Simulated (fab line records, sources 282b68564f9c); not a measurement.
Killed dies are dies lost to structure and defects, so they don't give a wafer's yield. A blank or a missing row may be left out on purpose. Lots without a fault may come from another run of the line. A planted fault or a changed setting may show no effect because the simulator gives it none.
Which tool did it? | flow rit_cmos | 13 lots, 39 wafers sampled, at 6 steps of a route of 202

WHAT THE GAUGES READ, wafer by wafer
RIT_ACTIVE_THK_MEAS_04. Usual: ACTIVE_NITRIDE_THK 150.1 nm, standard deviation 1.5.
lot  | measured    | on            | ACTIVE_NITRIDE_THK (nm) | flag
L987 | day 1 14:02 | film_metro-02 | 148.9 148.2 149.7       |
L988 | day 1 20:29 | film_metro-03 | 149.3 150.2 150.1       |
L990 | day 2 05:11 | film_metro-01 | 152.1 151.7 150.9       |
L992 | day 2 16:16 | film_metro-01 | 150.8 150.2 150.4       |
L993 | day 2 19:49 | film_metro-01 | 151.7 151.8 151.3       |
L994 | day 3 02:24 | film_metro-03 | 150.6 147.9 149.3       |
L995 | day 3 09:59 | film_metro-02 | 150.0 148.5 151.5       |
L998 | day 3 21:34 | film_metro-02 | 149.4 148.2 148.8       |
L999 | day 4 04:49 | film_metro-02 | 148.2 148.3 147.1       |
L100 | day 4 07:34 | film_metro-03 | 147.7 147.4 147.5       |
L101 | day 4 12:32 | film_metro-02 | 149.7 150.0 150.7       |
L102 | day 4 16:32 | film_metro-01 | 152.6 153.1 151.5       |
L110 | day 6 08:32 | film_metro-02 | 187.3 178.8 163.4       | OFF

RIT_GATE_CD_MEAS_16: target cd 150 nm. Usual: cd_nm 150 nm, standard deviation 3.1.
lot  | measured    | on        | cd_nm (nm)  | flag
L987 | day 2 16:45 | cd_sem-01 | 150 151 146 |
L988 | day 3 00:13 | cd_sem-01 | 144 144 146 |
L990 | day 3 10:38 | cd_sem-01 | 153 151 152 |
L992 | day 3 20:28 | cd_sem-01 | 148 148 149 |
L993 | day 3 23:34 | cd_sem-01 | 146 148 148 |
L994 | day 4 07:29 | cd_sem-01 | 145 147 145 |
L995 | day 4 13:48 | cd_sem-02 | 148 150 152 |
L998 | day 5 03:19 | cd_sem-01 | 151 152 152 |
L999 | day 5 06:47 | cd_sem-01 | 152 153 153 |
L100 | day 5 08:23 | cd_sem-01 | 153 152 153 |
L101 | day 5 16:22 | cd_sem-01 | 151 152 150 |
L102 | day 5 18:28 | cd_sem-01 | 152 151 149 |
L110 | day 7 07:53 | cd_sem-01 | 151 152 151 |

RIT_GATE_CD_MEAS_90: target cd 150 nm. Usual: cd_nm 150 nm, standard deviation 3.1.
lot  | measured    | on        | cd_nm (nm)  | flag
L987 | day 2 17:32 | cd_sem-01 | 151 151 146 |
L988 | day 3 00:48 | cd_sem-01 | 144 145 146 |
L990 | day 3 11:14 | cd_sem-02 | 152 151 152 |
L992 | day 3 21:02 | cd_sem-02 | 147 147 149 |
L993 | day 4 00:09 | cd_sem-02 | 146 148 149 |
L994 | day 4 08:04 | cd_sem-02 | 146 147 145 |
L995 | day 4 14:33 | cd_sem-01 | 147 150 152 |
L998 | day 5 03:54 | cd_sem-02 | 151 152 152 |
L999 | day 5 07:23 | cd_sem-02 | 152 153 153 |
L100 | day 5 08:58 | cd_sem-02 | 153 152 154 |
L101 | day 5 16:58 | cd_sem-02 | 151 152 150 |
L102 | day 5 19:11 | cd_sem-01 | 152 151 150 |
L110 | day 7 08:43 | cd_sem-02 | 151 152 151 |

RIT_PLDD_OVL_MEAS_06. Usual: PLDD_OVL 1.0 nm, standard deviation 1.6.
lot  | measured    | on         | PLDD_OVL (nm)  | flag
L987 | day 2 23:22 | overlay-02 | -3.1 -2.7 -2.0 |
L988 | day 3 10:06 | overlay-01 | 4.6 1.9 1.5    |
L990 | day 3 16:36 | overlay-02 | 2.2 -0.6 1.8   |
L992 | day 4 02:32 | overlay-01 | 1.4 1.7 1.9    |
L993 | day 4 07:59 | overlay-02 | 2.0 -0.8 1.6   |
L994 | day 4 14:23 | overlay-02 | 0.8 1.0 0.6    |
L995 | day 4 21:17 | overlay-01 | 0.9 1.3 -1.9   |
L998 | day 5 09:19 | overlay-02 | -0.8 -0.6 -0.4 |
L999 | day 5 12:53 | overlay-02 | -0.6 0.2 0.9   |
L100 | day 5 16:47 | overlay-02 | -0.9 -0.3 0.1  |
L101 | day 5 23:09 | overlay-01 | 3.6 2.6 3.9    |
L102 | day 6 01:42 | overlay-02 | 1.7 2.2 1.1    |
L110 | day 7 14:50 | overlay-01 | 2.1 1.2 -0.2   |

WHICH TOOL RAN EACH LOT (tool, then ch and the chambers of the sampled wafers, then the start)
lot  | RIT_ACTIVE_CVD_03          | RIT_ACTIVE_ETCH_13
L987 | lpcvd-01 ch 1, day 1 12:37 | rie_diel-04 ch 0,1,2, day 1 15:21
L988 | lpcvd-02 ch 0, day 1 19:04 | rie_diel-02 ch 1,2,3, day 1 21:39
L990 | lpcvd-02 ch 0, day 2 03:45 | rie_diel-04 ch 0,1,3, day 2 06:28
L992 | lpcvd-01 ch 1, day 2 14:50 | rie_diel-02 ch 2,3, day 2 17:34
L993 | lpcvd-01 ch 0, day 2 18:25 | rie_diel-04 ch 1,2, day 2 21:08
L994 | lpcvd-01 ch 1, day 3 00:58 | rie_diel-04 ch 0,1,3, day 3 03:42
L995 | lpcvd-02 ch 1, day 3 07:50 | rie_diel-01 ch 1,2, day 3 11:09
L998 | lpcvd-02 ch 0, day 3 19:25 | rie_diel-01 ch 0,1,3, day 3 23:03
L999 | lpcvd-01 ch 1, day 4 03:23 | rie_diel-01 ch 0,1,2, day 4 06:14
L100 | lpcvd-02 ch 0, day 4 06:08 | rie_diel-02 ch 0,2, day 4 08:44
L101 | lpcvd-01 ch 1, day 4 11:07 | rie_diel-01 ch 0,1,2, day 4 13:52
L102 | lpcvd-01 ch 1, day 4 15:07 | rie_diel-02 ch 0,2,3, day 4 17:50
L110 | lpcvd-02 ch 1, day 6 07:07 | rie_diel-01 ch 1,2,3, day 6 09:43
- RIT_ACTIVE_CVD_03: deposits Si3N4 from SiH2Cl2/NH3, target thk 150 nm, time 1500 s.
- RIT_ACTIVE_ETCH_13: etches Si3N4 in SF6, stops on SiO2, time 210 s, target depth 210 nm.

WHAT THE TOOLS THEMSELVES READ (means of the sampled wafers that have a number; where no wafer has one, the mark that the record gives instead)
RIT_ACTIVE_CVD_03. Usual: spike_tc_centre_C 811.7 C, standard deviation 1.3; zone_power_load_pct 21.2 %, standard deviation 0.94.
lot  | tool     | spike_tc_centre_C (C) | zone_power_load_pct (%) | flag
L987 | lpcvd-01 | 811.1                 | 20.0                    |
L988 | lpcvd-02 | 813.2                 | 21.8                    |
L990 | lpcvd-02 | 813.8                 | 22.0                    |
L992 | lpcvd-01 | 811.5                 | 19.9                    |
L993 | lpcvd-01 | 811.7                 | 21.5                    |
L994 | lpcvd-01 | 810.6                 | 19.8                    |
L995 | lpcvd-02 | 810.4                 | 21.6                    |
L998 | lpcvd-02 | 812.9                 | 22.2                    |
L999 | lpcvd-01 | 811.3                 | 20.1                    |
L100 | lpcvd-02 | 813.2                 | 22.1                    |
L101 | lpcvd-01 | 812.2                 | 20.0                    |
L102 | lpcvd-01 | 811.3                 | 20.1                    |
L110 | lpcvd-02 | 838.3                 | 20.2                    | OFF

RIT_ACTIVE_ETCH_13. Usual: drypump_motor_current_A 5.9 A, standard deviation 0.41; oes_product_au 0.818 a.u., standard deviation 0.012; throttle_valve_pct 7.50 %, standard deviation 0.13.
lot  | tool        | drypump_motor_current_A (A) | oes_product_au (a.u.) | throttle_valve_pct (%) | flag
L987 | rie_diel-04 | 5.7                         | 0.812                 | 7.53                   |
L988 | rie_diel-02 | 5.8                         | 0.822                 | 7.47                   |
L990 | rie_diel-04 | 6.0                         | 0.826                 | 7.53                   |
L992 | rie_diel-02 | 5.6                         | 0.828                 | 7.41                   |
L993 | rie_diel-04 | 5.8                         | 0.822                 | 7.48                   |
L994 | rie_diel-04 | 6.0                         | 0.822                 | 7.52                   |
L995 | rie_diel-01 | 5.6                         | 0.815                 | 7.60                   |
L998 | rie_diel-01 | 6.0                         | 0.820                 | 7.40                   |
L999 | rie_diel-01 | 5.9                         | 0.808                 | 7.45                   |
L100 | rie_diel-02 | 6.4                         | 0.798                 | 7.50                   |
L101 | rie_diel-01 | 5.9                         | 0.817                 | 7.44                   |
L102 | rie_diel-02 | 5.9                         | 0.827                 | 7.51                   |
L110 | rie_diel-01 | 5.8                         | 0.889                 | 7.54                   | OFF

THE ANSWER, worked out from the rows above alone
Rule: a lot is off if the mean of its wafers that have a number lies more than 3 standard deviations from the usual mean. A lot without any number at a reading at which 4 lots or more have one is off too. The other lots that the step has rows for count as sound. The gauges are gone through in route order, then the tools' own readings, and for those a lot's mean is taken as printed above. The first step at which some lot is off is used, and at that step the reading that is off furthest; a lot without a number counts as furthest.
Off: L110, at RIT_ACTIVE_THK_MEAS_04 (ACTIVE_NITRIDE_THK).
A tool fits if, at a process step before that reading, it ran every lot that is off, and no sound lot after the first of them. The gauges at RIT_ACTIVE_THK_MEAS_04 aren't tried: what is off there is off at RIT_ACTIVE_CVD_03 too, on other tools, and a gauge's error can't cause that. One fits: lpcvd-02 at RIT_ACTIVE_CVD_03. Its last sound lot is L100 (day 4 06:08), its first lot that is off L110 (day 6 07:07): a fault that began between those two fits.
The tool's own readings at RIT_ACTIVE_CVD_03 bear it out: on the lots that are off they differ by more than 5 times the standard deviation of the sound lots' means. spike_tc_centre_C reads 838.3 C there against 811.9 C on the sound lots.

WHAT THE SIMULATOR HAD PUT IN
Process parameter drift: lpcvd-02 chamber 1, from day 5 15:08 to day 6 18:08, at RIT_ACTIVE_CVD_03. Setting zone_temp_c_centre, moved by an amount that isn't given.
Lots struck among those shown: L110. The rule above found the same.
